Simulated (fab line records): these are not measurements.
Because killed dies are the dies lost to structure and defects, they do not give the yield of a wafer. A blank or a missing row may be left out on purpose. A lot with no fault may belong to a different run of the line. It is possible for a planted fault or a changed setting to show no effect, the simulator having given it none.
Which tool did it? | flow rit cmos | 15 lots, 45 wafers sampled, at 6 steps of a route of 202

WHAT THE GAUGES READ, wafer by wafer
RIT_NWELL_TW_MEAS_10. Usual: NWELL_TW 2159, standard deviation 12.
lot  | measured    | on            | NWELL_TW       | flag
L303 | day 1 22:05 | film metro-03 | 2159 2176 2168 |
L304 | day 2 03:24 | film metro-01 | 2145 2149 2137 |
L306 | day 2 13:56 | film metro-01 | 2155 2143 2160 |
L308 | day 3 00:10 | film metro-03 | 2181 2167 2174 |
L309 | day 3 09:48 | film metro-03 | 2180 2174 2180 |
L311 | day 3 14:47 | film metro-04 | 2156 2161 2168 |
L313 | day 4 02:25 | film metro-04 | 2152 2155 2146 |
L315 | day 4 10:46 | film metro-01 | 2155 2158 2145 |
L316 | day 4 19:14 | film metro-04 | 2156 2161 2152 |
L317 | day 4 20:54 | film metro-01 | 2158 2142 2161 |
L318 | day 5 02:34 | film metro-03 | 2174 2171 2180 |
L319 | day 5 07:31 | film metro-01 | 2162 2154 2159 |
L320 | day 5 10:55 | film metro-01 | 2152 2174 2154 |
L325 | day 6 14:30 | film metro-01 | 2160 2174 2162 |
L326 | day 6 17:58 | film metro-03 | 2163 2152 2152 |

RIT_REOX_THK_MEAS_04. Usual: REOX_OXIDE_THK 25.1 nm, standard deviation 0.46.
lot  | measured    | on            | REOX_OXIDE_THK (nm) | flag
L303 | day 2 18:41 | film metro-01 | 24.7 24.7 24.6      |
L304 | day 2 23:10 | film metro-01 | 25.5 25.5 25.6      |
L306 | day 3 12:38 | film metro-04 | 24.5 25.2 24.8      |
L308 | day 3 23:21 | film metro-04 | 25.0 25.3 24.9      |
L309 | day 4 07:04 | film metro-01 | 24.0 24.1 24.0      |
L311 | day 4 10:45 | film metro-04 | 25.1 25.2 24.9      |
L313 | day 4 23:04 | film metro-01 | 24.6 25.1 25.1      |
L315 | day 5 10:25 | film metro-03 | 25.3 25.2 25.1      |
L316 | day 5 16:25 | film metro-01 | 24.8 25.3 25.1      |
L317 | day 5 20:02 | film metro-03 | 25.8 26.2 25.8      |
L318 | day 6 00:47 | film metro-01 | 25.4 25.6 25.4      |
L319 | day 6 04:36 | film metro-03 | 25.3 25.6 25.4      |
L320 | day 6 07:10 | film metro-01 | 25.1 25.0 25.2      |
L325 | day 7 11:28 | film metro-01 | 24.8 24.6 24.7      |
L326 | day 7 18:12 | film metro-01 | 24.6 25.1 24.6      |

RIT_PLDD_TW_MEAS_10. Usual: PLDD_TW 2364, standard deviation 12.
lot  | measured    | on            | PLDD_TW        | flag
L303 | day 2 21:49 | film metro-01 | 2355 2365 2360 |
L304 | day 3 02:07 | film metro-02 | 2380 2364 2375 |
L306 | day 3 16:04 | film metro-02 | 2358 2368 2376 |
L308 | day 4 02:11 | film metro-01 | 2352 2345 2361 |
L309 | day 4 10:07 | film metro-02 | 2371 2376 2381 |
L311 | day 4 13:43 | film metro-01 | 2381 2373 2368 |
L313 | day 5 01:54 | film metro-04 | 2358 2358 2347 |
L315 | day 5 13:31 | film metro-04 | 2354 2367 2343 |
L316 | day 5 19:22 | film metro-04 | 2365 2361 2359 |
L317 | day 5 23:00 | film metro-02 | 2608 2608 2597 | OFF
L318 | day 6 03:43 | film metro-04 | 2371 2354 2360 |
L319 | day 6 07:34 | film metro-01 | 2595 2578 2588 | OFF
L320 | day 6 10:02 | film metro-04 | 2576 2586 2579 | OFF
L325 | day 7 14:34 | film metro-01 | 2362 2378 2385 |
L326 | day 7 21:17 | film metro-01 | 2371 2370 2377 |

RIT_SDANNEAL_RS_MEAS_06: uses a four-point probe to measure. Usual: PLDD_RS 178.6 ohm/sq, standard deviation 0.41.
lot  | measured    | on            | PLDD_RS (ohm/sq)  | flag
L303 | day 3 03:56 | film metro-04 | 178.8 178.7 178.5 |
L304 | day 3 08:23 | film metro-02 | 178.3 178.6 178.7 |
L306 | day 3 22:40 | film metro-04 | 178.6 179.2 178.4 |
L308 | day 4 08:36 | film metro-02 | 178.7 178.7 178.6 |
L309 | day 4 16:20 | film metro-02 | 178.6 178.9 178.4 |
L311 | day 4 20:10 | film metro-01 | 178.2 178.1 178.6 |
L313 | day 5 08:13 | film metro-02 | 178.8 178.2 178.7 |
L315 | day 5 19:53 | film metro-01 | 178.5 178.3 178.8 |
L316 | day 6 01:28 | film metro-04 | 179.1 178.8 179.2 |
L317 | day 6 05:16 | film metro-04 | 160.4 160.7 160.2 | OFF
L318 | day 6 10:04 | film metro-02 | 178.3 178.8 178.2 |
L319 | day 6 15:03 | film metro-02 | 160.2 159.8 159.9 | OFF
L320 | day 6 16:15 | film metro-04 | 160.6 160.9 160.8 | OFF
L325 | day 7 21:32 | film metro-04 | 178.7 179.2 178.9 |
L326 | day 8 03:50 | film metro-02 | 178.2 178.1 178.3 |

WHAT TOOL EACH LOT RAN ON (gives the tool, then ch and the chambers of the sampled wafers, and finally the start)
lot  | RIT_PLDD_IMPLANT_08            | RIT_PSD_STRIP_09
L303 | implanter-01 ch 0, day 2 21:31 | plasma asher-03 ch 0,1, day 3 03:02
L304 | implanter-02 ch 0, day 3 01:48 | plasma asher-03 ch 0,1, day 3 07:29
L306 | implanter-02 ch 0, day 3 15:47 | plasma asher-02 ch 0,1, day 3 21:25
L308 | implanter-01 ch 0, day 4 01:53 | plasma asher-02 ch 0,1, day 4 07:41
L309 | implanter-02 ch 0, day 4 09:47 | plasma asher-01 ch 0,1, day 4 15:26
L311 | implanter-02 ch 0, day 4 13:25 | plasma asher-03 ch 0,1, day 4 19:14
L313 | implanter-01 ch 0, day 5 01:37 | plasma asher-01 ch 0,1, day 5 07:20
L315 | implanter-01 ch 0, day 5 13:13 | plasma asher-01 ch 0,1, day 5 18:58
L316 | implanter-02 ch 0, day 5 19:03 | plasma asher-02 ch 0,1, day 6 00:32
L317 | implanter-01 ch 0, day 5 22:40 | plasma asher-02 ch 0,1, day 6 04:22
L318 | implanter-02 ch 0, day 6 03:26 | plasma asher-01 ch 0,1, day 6 09:10
L319 | implanter-01 ch 0, day 6 07:15 | plasma asher-01 ch 0,1, day 6 14:09
L320 | implanter-01 ch 0, day 6 09:44 | plasma asher-01 ch 0,1, day 6 15:20
L325 | implanter-02 ch 0, day 7 14:16 | plasma asher-03 ch 0,1, day 7 20:24
L326 | implanter-04 ch 0, day 7 20:57 | plasma asher-01 ch 0,1, day 8 02:54
- RIT_PLDD_IMPLANT_08
- RIT_PSD_STRIP_09: strips in O2, time 180 s.

AS READ BY THE TOOLS THEMSELVES (means over the sampled wafers that have a number; for cases with no such wafer, the mark the record gives instead)
RIT_PLDD_IMPLANT_08. Usual: beam on s 10.01 s, standard deviation 0.2; dose ions cm2 9.001e+14, standard deviation 1.1e+12; faraday current uA 2819, standard deviation 56.
lot  | tool         | beam on s (s) | dose ions cm2 | faraday current uA | flag
L303 | implanter-01 | 9.95          | 9.000e+14     | 2827               |
L304 | implanter-02 | 9.94          | 8.999e+14     | 2834               |
L306 | implanter-02 | 10.07         | 9.006e+14     | 2804               |
L308 | implanter-01 | 10.00         | 8.994e+14     | 2824               |
L309 | implanter-02 | 10.04         | 9.011e+14     | 2824               |
L311 | implanter-02 | 10.02         | 8.991e+14     | 2815               |
L313 | implanter-01 | 9.99          | 9.001e+14     | 2825               |
L315 | implanter-01 | 10.09         | 9.003e+14     | 2806               |
L316 | implanter-02 | 9.87          | 9.002e+14     | 2862               |
L317 | implanter-01 | 14.47         | 9.012e+14     | 1951               | OFF
L318 | implanter-02 | 9.89          | 8.991e+14     | 2856               |
L319 | implanter-01 | 14.21         | 9.001e+14     | 1983               | OFF
L320 | implanter-01 | 14.32         | 9.008e+14     | 1969               | OFF
L325 | implanter-02 | 9.98          | 8.999e+14     | 2827               |
L326 | implanter-04 | 10.25         | 8.998e+14     | 2747               |

RIT_PSD_STRIP_09. Usual: drypump motor current A at 5.7 A, with a standard deviation of 0.35.
lot  | tool            | drypump motor current A (A) | flag
L303 | plasma asher-03 | 6.0                         |
L304 | plasma asher-03 | 6.0                         |
L306 | plasma asher-02 | 5.5                         |
L308 | plasma asher-02 | 5.7                         |
L309 | plasma asher-01 | 5.8                         |
L311 | plasma asher-03 | 6.0                         |
L313 | plasma asher-01 | 5.5                         |
L315 | plasma asher-01 | 5.8                         |
L316 | plasma asher-02 | 5.5                         |
L317 | plasma asher-02 | 5.5                         |
L318 | plasma asher-01 | 5.5                         |
L319 | plasma asher-01 | 5.5                         |
L320 | plasma asher-01 | 5.5                         |
L325 | plasma asher-03 | 6.0                         |
L326 | plasma asher-01 | 5.5                         |

THE ANSWER, worked out from the rows above alone
Rule: lot off if the mean of its wafers having a number is beyond 3 standard deviations from the usual mean. Also off: a lot with no number at a reading for which 4 or more lots have one. Where the step has rows for the other lots, those lots are counted as sound. First the gauges in route order, then the tools' own readings, where a lot's mean is used as printed above. At the first step where some lot is off, the reading lying furthest off is the one used; lots without a number count as furthest.
Off: L317, L319, L320, seen at RIT_PLDD_TW_MEAS_10 (PLDD_TW).
If a tool, at a process step before that reading, ran all the lots that are off and no sound lot after the first of them, it fits. Not tried: the gauges at RIT_PLDD_TW_MEAS_10; whatever is off there is also off at RIT_PLDD_IMPLANT_08, on other tools, and gauge error can't account for it. One fits: RIT_PLDD_IMPLANT_08 on implanter-01. A fault onset in the window from L315 (day 5 13:13, its last sound lot) to L317 (day 5 22:40, its first lot off) fits.
The tool's own readings at RIT_PLDD_IMPLANT_08 bear it out: on the lots that are off they differ by more than 5 times the standard deviation of the sound lots' means. beam on s reads 14.33 s there against 10.01 s on the sound lots; faraday current uA reads 1968 there against 2821 on the sound lots.

WHAT THE SIMULATOR PUT IN
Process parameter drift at RIT_PLDD_IMPLANT_08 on implanter-01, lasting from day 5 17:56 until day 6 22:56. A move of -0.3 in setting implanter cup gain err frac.
Shown lots that were struck: L317, L319, L320. This agrees with what the rule above found.
